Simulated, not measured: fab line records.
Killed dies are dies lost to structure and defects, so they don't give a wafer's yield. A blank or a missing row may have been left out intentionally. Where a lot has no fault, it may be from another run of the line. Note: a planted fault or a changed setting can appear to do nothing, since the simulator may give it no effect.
Which tool did it? ; flow berkeley_cmos170 ; 14 lots with 42 wafers sampled at 4 steps, on a route of 331 steps

WHAT THE GAUGES SHOWED, per wafer
UCB170_PLDD_TW_MEAS_11. Usual: PLDD_TW gives 1008 (standard deviation 8.1).
lot;measured;on;PLDD_TW;flag
L473;day 6 15:34;film_metro-04;1006 1006 1005;
L475;day 7 05:45;film_metro-02;957 964 963;OFF
L476;day 7 20:01;film_metro-04;950 948 947;OFF
L479;day 8 04:46;film_metro-01;1004 1003 1001;
L481;day 8 22:43;film_metro-02;1017 1024 1019;
L482;day 8 23:22;film_metro-01;1006 1002 998;
L485;day 9 14:28;film_metro-04;997 997 998;
L486;day 9 18:27;film_metro-01;1012 1008 1007;
L487;day 9 18:10;film_metro-02;1011 1010 1009;
L488;day 10 07:49;film_metro-01;1005 1004 1003;
L490;day 10 11:55;film_metro-01;1005 1007 1006;
L489;day 10 12:10;film_metro-02;1020 1014 1017;
L492;day 10 21:41;film_metro-02;1022 1017 1018;
L493;day 10 20:54;film_metro-02;1017 1017 1025;

UCB170_NLDD_OVL_MEAS_07. Usual: NLDD_OVL gives -1 nm (standard deviation 6.3).
lot;measured;on;NLDD_OVL (nm);flag
L473;day 6 17:15;overlay-01;-1 -8 -13;
L475;day 7 07:47;overlay-02;4 6 1;
L476;day 7 21:20;overlay-02;-3 6 2;
L479;day 8 06:14;overlay-02;-13 -9 -14;
L481;day 9 01:02;overlay-02;-7 0 3;
L482;day 9 02:04;overlay-02;-8 -2 1;
L485;day 9 19:11;overlay-01;-10 -2 3;
L486;day 9 20:43;overlay-01;0 -4 1;
L487;day 9 20:38;overlay-02;6 12 13;
L488;day 10 09:31;overlay-01;-5 -2 -1;
L490;day 10 13:56;overlay-02;-3 -1 -5;
L489;day 10 14:47;overlay-01;1 5 -1;
L492;day 10 23:46;overlay-02;-9 9 3;
L493;day 10 22:28;overlay-02;0 -3 -5;

WHAT TOOL EACH LOT RAN ON (gives the tool, then ch and the chambers of the sampled wafers, and finally the start)
lot;UCB170_NVT_STRIP_08;UCB170_PLDD_IMPLANT_08
L473;plasma_asher-03 ch 0, day 5 20:55;implanter-03 ch 0, day 6 15:11
L475;plasma_asher-03 ch 0,1, day 6 10:01;implanter-03 ch 0, day 7 05:21
L476;plasma_asher-02 ch 0,1, day 7 03:10;implanter-03 ch 0, day 7 19:37
L479;plasma_asher-03 ch 1, day 7 08:16;implanter-01 ch 0, day 8 04:22
L481;plasma_asher-02 ch 0,1, day 8 02:53;implanter-02 ch 0, day 8 22:19
L482;plasma_asher-01 ch 0,1, day 8 03:20;implanter-02 ch 0, day 8 22:59
L485;plasma_asher-03 ch 0,1, day 8 22:58;implanter-01 ch 0, day 9 14:06
L486;plasma_asher-01 ch 0,1, day 9 04:31;implanter-01 ch 0, day 9 18:03
L487;plasma_asher-02 ch 0,1, day 9 04:35;implanter-02 ch 0, day 9 17:46
L488;plasma_asher-01 ch 0,1, day 9 18:19;implanter-02 ch 0, day 10 07:25
L490;plasma_asher-03 ch 0, day 9 23:50;implanter-01 ch 0, day 10 11:29
L489;plasma_asher-01 ch 0,1, day 9 23:59;implanter-02 ch 0, day 10 11:49
L492;plasma_asher-03 ch 0,1, day 10 06:53;implanter-01 ch 0, day 10 21:17
L493;plasma_asher-03 ch 0,1, day 10 07:10;implanter-03 ch 0, day 10 20:30
- UCB170_NVT_STRIP_08: strips in O2.
- UCB170_PLDD_IMPLANT_08

AS READ BY THE TOOLS THEMSELVES (means over the sampled wafers that have a number; for cases with no such wafer, the mark the record gives instead)
UCB170_NVT_STRIP_08. Usual: drypump_motor_current_A 5.9 A, standard deviation 0.35; oes_product_au 0.735 a.u., standard deviation 0.0042; strip_time_to_endpoint_s 21.60 s, standard deviation 0.065.
lot;tool;drypump_motor_current_A (A);oes_product_au (a.u.);strip_time_to_endpoint_s (s);flag
L473;plasma_asher-03;5.6;0.736;21.56;
L475;plasma_asher-03;5.8;0.732;21.47;
L476;plasma_asher-02;5.8;0.733;21.54;
L479;plasma_asher-03;6.3;0.733;21.52;
L481;plasma_asher-02;5.8;0.737;21.62;
L482;plasma_asher-01;5.8;0.736;21.53;
L485;plasma_asher-03;6.1;0.734;21.58;
L486;plasma_asher-01;5.8;0.731;21.58;
L487;plasma_asher-02;5.8;0.735;21.65;
L488;plasma_asher-01;5.8;0.737;21.69;
L490;plasma_asher-03;5.6;0.730;21.63;
L489;plasma_asher-01;5.8;0.739;21.62;
L492;plasma_asher-03;5.8;0.736;21.56;
L493;plasma_asher-03;5.8;0.732;21.66;

UCB170_PLDD_IMPLANT_08. Usual: beam_energy_keV 10.001, standard deviation 0.0032; tilt_deg 6.997 degrees, standard deviation 0.019.
lot;tool;beam_energy_keV;tilt_deg (degrees);flag
L473;implanter-03;9.999;7.026;
L475;implanter-03;9.999;-0.008;OFF
L476;implanter-03;9.996;0.013;OFF
L479;implanter-01;9.999;6.998;
L481;implanter-02;9.999;6.986;
L482;implanter-02;10.002;6.987;
L485;implanter-01;10.000;7.017;
L486;implanter-01;9.997;6.984;
L487;implanter-02;9.999;7.001;
L488;implanter-02;9.999;6.999;
L490;implanter-01;10.002;6.981;
L489;implanter-02;10.000;6.991;
L492;implanter-01;10.005;7.004;
L493;implanter-03;9.997;7.002;

THE ANSWER, worked out from the rows above alone
Rule: lot off if the mean of its wafers having a number is beyond 3 standard deviations from the usual mean. Also off: a lot with no number at a reading for which 4 or more lots have one. The other lots that the step has rows for count as sound. The gauges are gone through in route order, then the tools' own readings, and for those a lot's mean is taken as printed above. At the first step where some lot is off, the reading lying furthest off is the one used; lots without a number count as furthest.
Off: L475, L476, at UCB170_PLDD_TW_MEAS_11 (PLDD_TW).
A tool fits if, at a process step before that reading, it ran every lot that is off, and no sound lot after the first of them. The gauges at UCB170_PLDD_TW_MEAS_11 aren't tried: what is off there is off at UCB170_PLDD_IMPLANT_08 too, on other tools, and a gauge's error can't cause that. None of those tried fits.

WHAT HAD BEEN PUT IN BY THE SIMULATOR
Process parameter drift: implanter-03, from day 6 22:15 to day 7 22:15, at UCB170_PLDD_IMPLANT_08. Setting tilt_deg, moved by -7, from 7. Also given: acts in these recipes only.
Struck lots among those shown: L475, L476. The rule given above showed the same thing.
